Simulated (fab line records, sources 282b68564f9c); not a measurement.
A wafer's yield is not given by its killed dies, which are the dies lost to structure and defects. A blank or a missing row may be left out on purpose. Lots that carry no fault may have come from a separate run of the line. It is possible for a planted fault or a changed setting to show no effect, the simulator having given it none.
fab line records	flow rit_cmos
record: lots: 14	wafers: 42	last_day: 6
route steps=202 shown NWELL@30 PWELL@48 PRETRO@73 PSD@151 M1@202
lots with no fault: from the same line, run without faults
start_h: hours from the record's first day to the start of the lot's first wafer shown	wait_h: hours since the lot's step before	" unchanged from the row above	L1.1+2: several wafers, shown together as one row	- value missing, or start not given	* or withheld: withheld	< > ~ a bound
route shown NAME@n: a module of which the file shows steps, and the number in the route of the first	usual: average and standard deviation across the fault-free wafers	same: alike in all rows	chamber/n: place in a boat	sites: per-site readings	_std_site: the values' standard deviation	_edge_site: inner sites' mean taken away from outer sites' mean	radius_mm: how far each site lies from the wafer's centre	mask NAME#n: copy n	behind: tool/chamber where the wafer was last shaped	hold: why the lot went on hold/how many hours it stayed there/how the hold came to an end	device: the n, p or np transistor that did not switch	end of line: the same wafers' tests at the end of the route	a step given without rows: its recipe and nothing more	killed: not the wafer's yield, but the dies lost to structure and defects at the first sort	map: the dies of a wafer, with x for killed, . for not killed, _ for no die there
set.NAME: setting as actually run; set.NAME@STEP: the setting as run at that earlier step	model.NAME: the simulator's own value behind a step, which no gauge read
steps of the route over a sample of lots; a table a step, a row a wafer
services: the hour from which a tool's chamber was out of use, counted from the record's first day as start_h (under 0 if before that day), plus the number of hours and why
== steps ==
step: RIT_NWELL_SOFTBAKE_02
recipe: resist: NOVOLAK	temp_c: 90	time_s: 60
usual: heater_power_total_W: 34.57/0.053	run_length_s: 89.24/0.13
lot.wafer	tool	chamber	start_h	wait_h	heater_power_total_W	run_length_s
L386.2	litho_track-01	0	21.14	0.1	34.54	89.02
L386.3	"	0	"	"	34.59	89.15
L386.5	"	0	"	"	34.56	89.06
L387.1	litho_track-02	0	26.30	0.1	34.50	89.16
L387.2	"	0	"	"	34.61	89.16
L387.4	"	0	"	"	34.54	89.48
L388.1	litho_track-04	0	30.37	0.1	34.56	89.28
L388.2	"	0	"	"	34.62	89.15
L388.6	"	0	"	"	34.57	89.22
L389.2	litho_track-04	0	34.64	0.1	34.61	89.46
L389.4	"	0	"	"	34.51	89.21
L389.6	"	0	"	"	34.51	89.32
L390.2	litho_track-01	0	40.70	0.1	34.49	89.12
L390.3	"	0	"	"	34.55	89.05
L390.5	"	0	"	"	34.54	89.36
L391.2	litho_track-01	0	44.83	0.1	34.60	89.03
L391.3	"	0	"	"	34.57	89.21
L391.5	"	0	"	"	34.64	89.13
L392.1	litho_track-01	0	50.81	0.1	34.58	89.33
L392.4	"	0	"	"	34.55	89.22
L392.6	"	0	"	"	34.63	89.22
L396.1	litho_track-02	0	70.17	0.1	34.49	89.13
L396.2	"	0	"	"	34.60	89.54
L396.3	"	0	"	"	34.61	89.13
L397.2	litho_track-04	0	74.87	0.1	34.45	89.22
L397.4	"	0	"	"	34.60	89.32
L397.5	"	0	"	"	34.62	89.22
L398.2	litho_track-04	0	80.79	0.1	34.58	89.21
L398.4	"	0	"	"	34.47	89.34
L398.6	"	0	"	"	34.57	89.20
L400.2	litho_track-02	0	90.71	0.1	34.59	89.16
L400.4	"	0	"	"	34.59	89.20
L400.5	"	0	"	"	34.59	89.28
L401.1	litho_track-02	0	96.17	0.1	34.53	89.18
L401.5	"	0	"	"	34.61	89.48
L401.6	"	0	"	"	34.62	89.51
L402.1	litho_track-04	0	102.42	0.1	34.63	95.53
L402.2	"	0	"	"	34.52	95.43
L402.4	"	0	"	"	34.53	95.32
L403.1	litho_track-04	0	106.55	0.1	34.42	95.49
L403.3	"	0	"	"	34.55	95.55
L403.5	"	0	"	"	34.48	95.43
step: RIT_PWELL_STRIP_09
recipe: chemistry: O2	time_s: 180	resist: NOVOLAK	platen_temp_c: withheld	power_w: 500	pressure_mtorr: 4000	o2_flow_sccm: 4000
usual: drypump_motor_current_A: 5.8/0.48
lot.wafer	tool	chamber	start_h	wait_h	drypump_motor_current_A	rf_hours_counter_h
L386.2	plasma_asher-02	0	23.99	0.1	5.4	22
L386.3	"	1	"	"	6.5	-
L386.5	"	0	"	"	5.5	-
L387.1	plasma_asher-01	0	29.19	0.1	5.7	43
L387.2	"	1	"	"	6.3	43
L387.4	"	0	"	"	5.7	-
L388.1	plasma_asher-03	0	34.75	0.1	5.8	29
L388.2	"	1	"	"	5.1	29
L388.6	"	1	"	"	5.1	-
L389.2	plasma_asher-01	1	37.31	0.1	6.3	44
L389.4	"	0	"	"	5.7	-
L389.6	"	0	"	"	5.7	-
L390.2	plasma_asher-02	0	43.51	0.1	5.4	23
L390.3	"	1	"	"	6.5	-
L390.5	"	1	"	"	6.5	-
L391.2	plasma_asher-03	0	47.50	0.1	5.8	31
L391.3	"	1	"	"	5.1	-
L391.5	"	0	"	"	5.8	-
L392.1	plasma_asher-02	0	53.38	0.1	5.4	24
L392.4	"	0	"	"	5.4	-
L392.6	"	1	"	"	6.5	-
L396.1	plasma_asher-03	0	72.89	0.1	5.8	33
L396.2	"	1	"	"	5.1	33
L396.3	"	0	"	"	5.8	-
L397.2	plasma_asher-02	1	77.54	0.1	6.5	27
L397.4	"	0	"	"	5.4	-
L397.5	"	1	"	"	6.5	-
L398.2	plasma_asher-02	0	83.33	0.1	5.4	27
L398.4	"	0	"	"	5.4	-
L398.6	"	0	"	"	5.4	-
L400.2	plasma_asher-03	0	93.37	0.1	5.8	36
L400.4	"	0	"	"	5.7	-
L400.5	"	0	"	"	5.7	-
L401.1	plasma_asher-02	0	99.08	0.1	5.4	29
L401.5	"	0	"	"	5.4	-
L401.6	"	1	"	"	6.5	-
L402.1	plasma_asher-01	1	105.24	0.1	6.3	51
L402.2	"	0	"	"	5.8	51
L402.4	"	0	"	"	5.8	-
L403.1	plasma_asher-03	0	109.34	0.1	5.8	37
L403.3	"	0	"	"	5.7	-
L403.5	"	0	"	"	5.8	-
step: RIT_PRETRO_STRIP_09
recipe: chemistry: O2	time_s: 180	resist: NOVOLAK	platen_temp_c: withheld	power_w: 500	pressure_mtorr: 4000	o2_flow_sccm: 4000
usual: drypump_motor_current_A: 5.7/0.51
lot.wafer	tool	chamber	start_h	wait_h	drypump_motor_current_A	rf_hours_counter_h
L386.2	plasma_asher-03	0	34.44	0.1	5.8	29
L386.3	"	0	"	"	5.8	-
L386.5	"	0	"	"	5.8	-
L387.1	plasma_asher-03	0	37.62	0.1	5.7	30
L387.2	"	1	"	"	5.1	30
L387.4	"	1	"	"	5.1	-
L388.1	plasma_asher-04	1	43.27	0.1	5.2	46
L388.2	"	0	"	"	6.6	46
L388.6	"	0	"	"	6.7	-
L389.2	plasma_asher-01	0	46.66	0.1	5.8	45
L389.4	"	1	"	"	6.3	-
L389.6	"	0	"	"	5.8	-
L390.2	plasma_asher-03	1	52.06	0.1	5.1	31
L390.3	"	0	"	"	5.8	-
L390.5	"	0	"	"	5.8	-
L391.2	plasma_asher-04	0	57.61	0.1	6.6	47
L391.3	"	1	"	"	5.2	-
L391.5	"	1	"	"	5.2	-
L392.1	plasma_asher-01	1	62.28	0.1	6.3	47
L392.4	"	0	"	"	5.8	-
L392.6	"	0	"	"	5.7	-
L396.1	plasma_asher-01	1	81.32	0.1	6.3	49
L396.2	"	0	"	"	5.8	49
L396.3	"	0	"	"	5.7	-
L397.2	plasma_asher-03	0	87.37	0.1	5.7	35
L397.4	"	1	"	"	5.1	-
L397.5	"	0	"	"	5.8	-
L398.2	plasma_asher-03	0	91.96	0.1	5.8	36
L398.4	"	1	"	"	5.1	-
L398.6	"	0	"	"	5.8	-
L400.2	plasma_asher-04	1	102.20	0.1	5.2	52
L400.4	"	1	"	"	5.2	-
L400.5	"	0	"	"	6.7	-
L401.1	plasma_asher-01	1	108.18	0.1	6.3	51
L401.5	"	1	"	"	6.3	-
L401.6	"	0	"	"	5.8	-
L402.1	plasma_asher-01	1	114.81	0.1	6.3	52
L402.2	"	0	"	"	5.8	52
L402.4	"	0	"	"	5.8	-
L403.1	plasma_asher-04	1	118.17	0.1	5.2	0
L403.3	"	0	"	"	6.5	-
L403.5	"	0	"	"	6.6	-
step: RIT_PSD_STRIP_09
recipe: chemistry: O2	time_s: 180	resist: NOVOLAK	platen_temp_c: withheld	power_w: 500	pressure_mtorr: 4000	o2_flow_sccm: 4000
usual: drypump_motor_current_A: 5.9/0.6
lot.wafer	tool	chamber	start_h	wait_h	drypump_motor_current_A	rf_hours_counter_h
L386.2	plasma_asher-02	0	55.29	0.1	5.4	24
L386.3	"	1	"	"	6.5	-
L386.5	"	1	"	"	6.5	-
L387.1	plasma_asher-02	0	57.82	0.1	5.4	25
L387.2	"	1	"	"	6.5	25
L387.4	"	1	"	"	6.5	-
L388.1	plasma_asher-02	1	61.64	0.1	6.4	25
L388.2	"	0	"	"	5.4	25
L388.6	"	0	"	"	5.4	-
L389.2	plasma_asher-02	1	66.41	0.1	6.5	26
L389.4	"	1	"	"	6.5	-
L389.6	"	1	"	"	6.5	-
L390.2	plasma_asher-04	1	69.60	0.1	5.2	48
L390.3	"	0	"	"	6.6	-
L390.5	"	1	"	"	5.2	-
L391.2	plasma_asher-01	1	74.58	0.1	6.3	48
L391.3	"	0	"	"	5.7	-
L391.5	"	1	"	"	6.3	-
L392.1	plasma_asher-04	1	78.71	0.1	5.2	50
L392.4	"	1	"	"	5.2	-
L392.6	"	1	"	"	5.2	-
L396.1	plasma_asher-04	0	98.45	0.1	6.6	52
L396.2	"	1	"	"	5.2	52
L396.3	"	1	"	"	5.2	-
L397.2	plasma_asher-04	1	105.32	0.1	5.2	52
L397.4	"	1	"	"	5.3	-
L397.5	"	0	"	"	6.6	-
L398.2	plasma_asher-04	0	108.45	0.1	6.6	53
L398.4	"	0	"	"	6.6	-
L398.6	"	0	"	"	6.6	-
L400.2	plasma_asher-04	0	118.88	0.1	6.6	0
L400.4	"	1	"	"	5.2	-
L400.5	"	0	"	"	6.5	-
L401.1	plasma_asher-04	0	128.46	0.1	6.6	1
L401.5	"	0	"	"	6.6	-
L401.6	"	1	"	"	5.2	-
L402.1	plasma_asher-02	0	137.18	0.1	5.4	33
L402.2	"	1	"	"	6.5	33
L402.4	"	0	"	"	5.4	-
L403.1	plasma_asher-02	1	138.65	0.1	6.5	33
L403.3	"	1	"	"	6.5	-
L403.5	"	0	"	"	5.4	-
step: RIT_M1_PROBE_99
usual: killed_at_contacts: 0.1/0.3	killed_at_front_end: 6.5/2.9	killed_dies: 6.6/3	killed_open: 3.3/2	killed_short: 3.3/1.9
same: gross_dies: 264	killed_at_M0_to_M3: 0	killed_at_M4_up: 0	killed_at_back_side: 0	killed_at_other: 0
lot.wafer	tool	chamber	start_h	wait_h	killed_at_contacts	killed_at_front_end	killed_dies	killed_open	killed_short
L392.1	prober-01	-	86.64	0.1	0	10	10	7	3
L392.4	prober-01	-	86.79	0.2	0	5	5	3	2
L392.6	prober-01	-	86.89	0.2	0	9	9	4	5
L396.1	prober-01	-	106.62	0.1	0	1	1	0	1
L396.2	prober-01	-	106.67	0.1	0	7	7	7	0
L396.3	prober-01	-	106.72	0.2	0	0	0	0	0
L397.2	prober-02	-	113.71	0.1	0	8	8	3	5
L397.4	prober-02	-	113.81	0.2	0	5	5	4	1
L397.5	prober-02	-	113.86	0.2	0	4	4	1	3
L398.2	prober-01	-	116.43	0.1	0	2	2	1	1
L398.4	prober-01	-	116.53	0.2	0	5	5	3	2
L398.6	prober-01	-	116.63	0.2	0	12	12	7	5
L400.2	prober-01	-	129.44	0.1	1	8	9	5	4
L400.4	prober-01	-	129.54	0.2	0	5	5	2	3
L400.5	prober-01	-	129.59	0.2	0	5	5	4	1
L401.1	prober-02	-	136.72	0.1	0	8	8	4	4
L401.5	prober-02	-	136.92	0.2	0	7	7	3	4
L401.6	prober-02	-	136.97	0.2	0	15	15	7	8
L402.1	prober-01	-	147.18	0.1	0	10	10	5	5
L402.2	prober-01	-	147.23	0.1	0	8	8	5	3
L402.4	prober-01	-	147.33	0.2	0	8	8	3	5
killed by level:class
L392.1 FOX1:geometric_particle:short=2 FOX1:geometric_particle:open=2 SILICIDE:geometric_particle:open=2 FOX2:geometric_particle:open=1 GATE:geometric_particle:open=1 SPACER:geometric_particle:short=1 SPACER:geometric_particle:open=1
L392.4 GATE:geometric_particle:open=2 ACTIVE:geometric_particle:short=1 SILICIDE:geometric_particle:open=1 SILICIDE:geometric_particle:short=1
L392.6 FOX2:geometric_particle:open=2 FOX2:geometric_particle:short=2 SPACER:geometric_particle:short=2 FOX1:geometric_particle:open=1 SPACER:geometric_particle:open=1 SILICIDE:geometric_particle:short=1
L396.1 FOX2:geometric_particle:short=1
L396.2 REOX:geometric_particle:open=4 GATE:geometric_particle:open=1 SPACER:geometric_particle:open=1 SILICIDE:geometric_particle:open=1
L396.3
L397.2 GATE:geometric_particle:short=2 FOX2:geometric_particle:short=1 FOX2:geometric_particle:open=1 GATE:geometric_particle:open=1 REOX:geometric_particle:short=1 SPACER:geometric_particle:open=1 SPACER:geometric_particle:short=1
L397.4 FOX1:geometric_particle:short=1 FOX2:geometric_particle:open=1 GATE:geometric_particle:open=1 REOX:geometric_particle:open=1 SILICIDE:geometric_particle:open=1
L397.5 FOX2:geometric_particle:short=2 FOX2:geometric_particle:open=1 SPACER:geometric_particle:short=1
L398.2 FOX1:geometric_particle:short=1 GATE:geometric_particle:open=1
L398.4 GATE:geometric_particle:open=2 FOX1:geometric_particle:short=1 REOX:geometric_particle:open=1 SPACER:geometric_particle:short=1
L398.6 REOX:geometric_particle:open=4 GATE:geometric_particle:short=2 FOX1:geometric_particle:short=1 FOX1:geometric_particle:open=1 GATE:geometric_particle:open=1 SPACER:geometric_particle:short=1 SILICIDE:geometric_particle:open=1 SILICIDE:geometric_particle:short=1
L400.2 FOX1:geometric_particle:short=3 SPACER:geometric_particle:open=2 FOX2:geometric_particle:open=1 GATE:geometric_particle:open=1 REOX:geometric_particle:short=1 CONTACT:geometric_particle:open=1
L400.4 REOX:geometric_particle:open=2 SPACER:geometric_particle:short=2 REOX:geometric_particle:short=1
L400.5 SPACER:geometric_particle:open=3 FOX1:geometric_particle:short=1 FOX2:geometric_particle:open=1
L401.1 REOX:geometric_particle:short=4 GATE:geometric_particle:open=2 FOX1:geometric_particle:open=1 REOX:geometric_particle:open=1
L401.5 REOX:geometric_particle:open=2 FOX1:geometric_particle:short=1 FOX2:geometric_particle:open=1 FOX2:geometric_particle:short=1 GATE:geometric_particle:short=1 SPACER:geometric_particle:short=1
L401.6 FOX2:geometric_particle:open=3 GATE:geometric_particle:short=3 FOX1:geometric_particle:short=2 REOX:geometric_particle:short=2 FOX1:geometric_particle:open=1 FOX2:geometric_particle:short=1 GATE:geometric_particle:open=1 REOX:geometric_particle:open=1
L402.1 SILICIDE:geometric_particle:open=3 GATE:geometric_particle:short=2 SILICIDE:geometric_particle:short=2 GATE:geometric_particle:open=1 REOX:geometric_particle:open=1 SPACER:geometric_particle:short=1
L402.2 GATE:geometric_particle:open=4 FOX1:geometric_particle:short=1 FOX2:geometric_particle:short=1 FOX2:geometric_particle:open=1 REOX:geometric_particle:short=1
L402.4 SPACER:geometric_particle:short=2 FOX1:geometric_particle:short=1 GATE:geometric_particle:short=1 GATE:geometric_particle:open=1 REOX:geometric_particle:short=1 REOX:geometric_particle:open=1 SPACER:geometric_particle:open=1
== services ==
tool	chamber	start_h	hours	kind
plasma_asher-04	-	108.75	9.0	pm
plasma_asher-04	0	108.75	9.0	vent_cycle
plasma_asher-04	1	108.75	9.0	vent_cycle
plasma_asher-04	0	117.75	-	clean
plasma_asher-04	1	117.75	-	clean
== key ==
first_sign: step: RIT_NWELL_SOFTBAKE_02	reading: run_length_s	direction: up	sigmas: 47	usual: *	struck: *
effect none on later readings
met_at RIT_NWELL_SOFTBAKE_02
struck_lots L402,L403
tester_left_out L402,L403
not_acting_at RIT_PWELL_STRIP_09,RIT_PRETRO_STRIP_09,RIT_PSD_STRIP_09
onset_between 80.79 102.42
fault: kind: process_parameter_drift	tool: litho_track-04	chamber: -	onset_h: 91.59	steps: RIT_NWELL_SOFTBAKE_02	channel: time_s	offset: *	shape: step	end_h: 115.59	acts_in: *	stated: *
tester_left_out: of these lots the tester's yield and bins aren't shown, on N5 and GAA mostly nor the transistor test; their killed dies are dies lost to structure and defects alone, not to doping, threshold or leakage, so they don't give the yield
